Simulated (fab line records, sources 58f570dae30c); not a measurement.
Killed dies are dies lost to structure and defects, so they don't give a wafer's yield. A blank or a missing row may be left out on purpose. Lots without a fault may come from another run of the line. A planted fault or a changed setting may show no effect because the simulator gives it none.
Which tool did it? | flow berkeley_cmos170 | 14 lots, 42 wafers sampled, at 2 steps of a route of 331

WHAT THE GAUGES READ, wafer by wafer
UCB170_PVT_TW_MEAS_09.
lot  | measured     | on            | PVT_TW
L555 | day 6 01:26  | film_metro-01 | 506.1 508.6 506.1
L554 | day 6 01:42  | film_metro-01 | 509.8 508.4 509.0
L556 | day 6 06:31  | film_metro-03 | 509.9 513.7 510.8
L557 | day 6 06:41  | film_metro-01 | 511.3 511.2 505.8
L560 | day 7 04:25  | film_metro-03 | 508.6 510.0 508.5
L559 | day 7 08:31  | film_metro-01 | 513.0 510.0 508.0
L565 | day 7 23:36  | film_metro-03 | 510.9 511.9 510.9
L569 | day 8 17:14  | film_metro-03 | 515.2 517.0 515.1
L566 | day 8 17:46  | film_metro-04 | 450.2 452.4 451.8
L571 | day 9 04:35  | film_metro-04 | 450.7 451.6 449.4
L572 | day 9 13:42  | film_metro-01 | 510.2 505.5 510.9
L574 | day 9 13:50  | film_metro-03 | 514.6 512.5 511.9
L575 | day 10 03:37 | film_metro-03 | 510.8 511.3 512.6
L577 | day 10 08:11 | film_metro-03 | 515.3 511.0 511.0

WHICH TOOL RAN EACH LOT (tool, then ch and the chambers of the sampled wafers, then the start)
lot  | UCB170_PVT_IMPLANT_07
L555 | implanter-03 ch 0, day 6 01:11
L554 | implanter-04 ch 0, day 6 01:28
L556 | implanter-03 ch 0, day 6 06:16
L557 | implanter-01 ch 0, day 6 06:27
L560 | implanter-04 ch 0, day 7 04:13
L559 | implanter-01 ch 0, day 7 08:12
L565 | implanter-03 ch 0, day 7 23:21
L569 | implanter-03 ch 0, day 8 17:01
L566 | implanter-01 ch 0, day 8 17:33
L571 | implanter-01 ch 0, day 9 04:22
L572 | implanter-04 ch 0, day 9 13:27
L574 | implanter-03 ch 0, day 9 13:38
L575 | implanter-04 ch 0, day 10 03:23
L577 | implanter-04 ch 0, day 10 07:56
- UCB170_PVT_IMPLANT_07

WHAT THE TOOLS THEMSELVES READ (means of the sampled wafers that have a number; where no wafer has one, the mark that the record gives instead)
UCB170_PVT_IMPLANT_07.
lot  | tool         | dose_ions_cm2 | faraday_current_uA
L555 | implanter-03 | 2.0022e+12    | 6.26
L554 | implanter-04 | 1.9971e+12    | 6.27
L556 | implanter-03 | 2.0003e+12    | 6.39
L557 | implanter-01 | 1.9986e+12    | 6.13
L560 | implanter-04 | 2.0034e+12    | 6.37
L559 | implanter-01 | 2.0027e+12    | 6.39
L565 | implanter-03 | 1.9999e+12    | 6.24
L569 | implanter-03 | 2.0022e+12    | 6.39
L566 | implanter-01 | 1.3395e+12    | 4.29
L571 | implanter-01 | 1.3396e+12    | 4.20
L572 | implanter-04 | 1.9983e+12    | 6.37
L574 | implanter-03 | 1.9996e+12    | 6.24
L575 | implanter-04 | 2.0000e+12    | 6.28
L577 | implanter-04 | 1.9989e+12    | 6.32

THE ANSWER, worked out from the rows above alone
Rule: what is usual is taken from the lots themselves. Put in order of their means at a reading, lots are off if they are a third of the lots or fewer, leave a main group of 4 or more, and stand apart from it by a gap of 3 or more times the standard deviation of the main group's means; of several such gaps the widest counts. A main group whose means are all the same, to the digits that the tables above print for the reading, isn't used. A lot without any number at a reading at which 4 lots or more have one is off too. The other lots that the step has rows for count as sound. The gauges are gone through in route order, then the tools' own readings, and for those a lot's mean is taken as printed above. The first step at which some lot is off is used, and at that step the reading that is off furthest; a lot without a number counts as furthest.
Off: L566, L571, at UCB170_PVT_TW_MEAS_09 (PVT_TW). The main group: mean 510.8, standard deviation 2.2.
A tool fits if, at a process step before that reading, it ran every lot that is off, and no sound lot after the first of them. The gauges at UCB170_PVT_TW_MEAS_09 aren't tried: what is off there is off at UCB170_PVT_IMPLANT_07 too, on other tools, and a gauge's error can't cause that. One fits: implanter-01 at UCB170_PVT_IMPLANT_07. Its last sound lot is L559 (day 7 08:12), its first lot that is off L566 (day 8 17:33): a fault that began between those two fits.
The tool's own readings at UCB170_PVT_IMPLANT_07 bear it out: on the lots that are off they differ by more than 5 times the standard deviation of the sound lots' means. dose_ions_cm2 reads 1.3396e+12 there against 2.0003e+12 on the sound lots; faraday_current_uA reads 4.25 there against 6.30 on the sound lots.

WHAT THE SIMULATOR HAD PUT IN
Process parameter drift: implanter-01, from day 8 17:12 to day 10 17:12, at UCB170_PVT_IMPLANT_07. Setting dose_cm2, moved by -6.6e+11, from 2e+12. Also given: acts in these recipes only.
Lots struck among those shown: L566, L571. The rule above found the same.
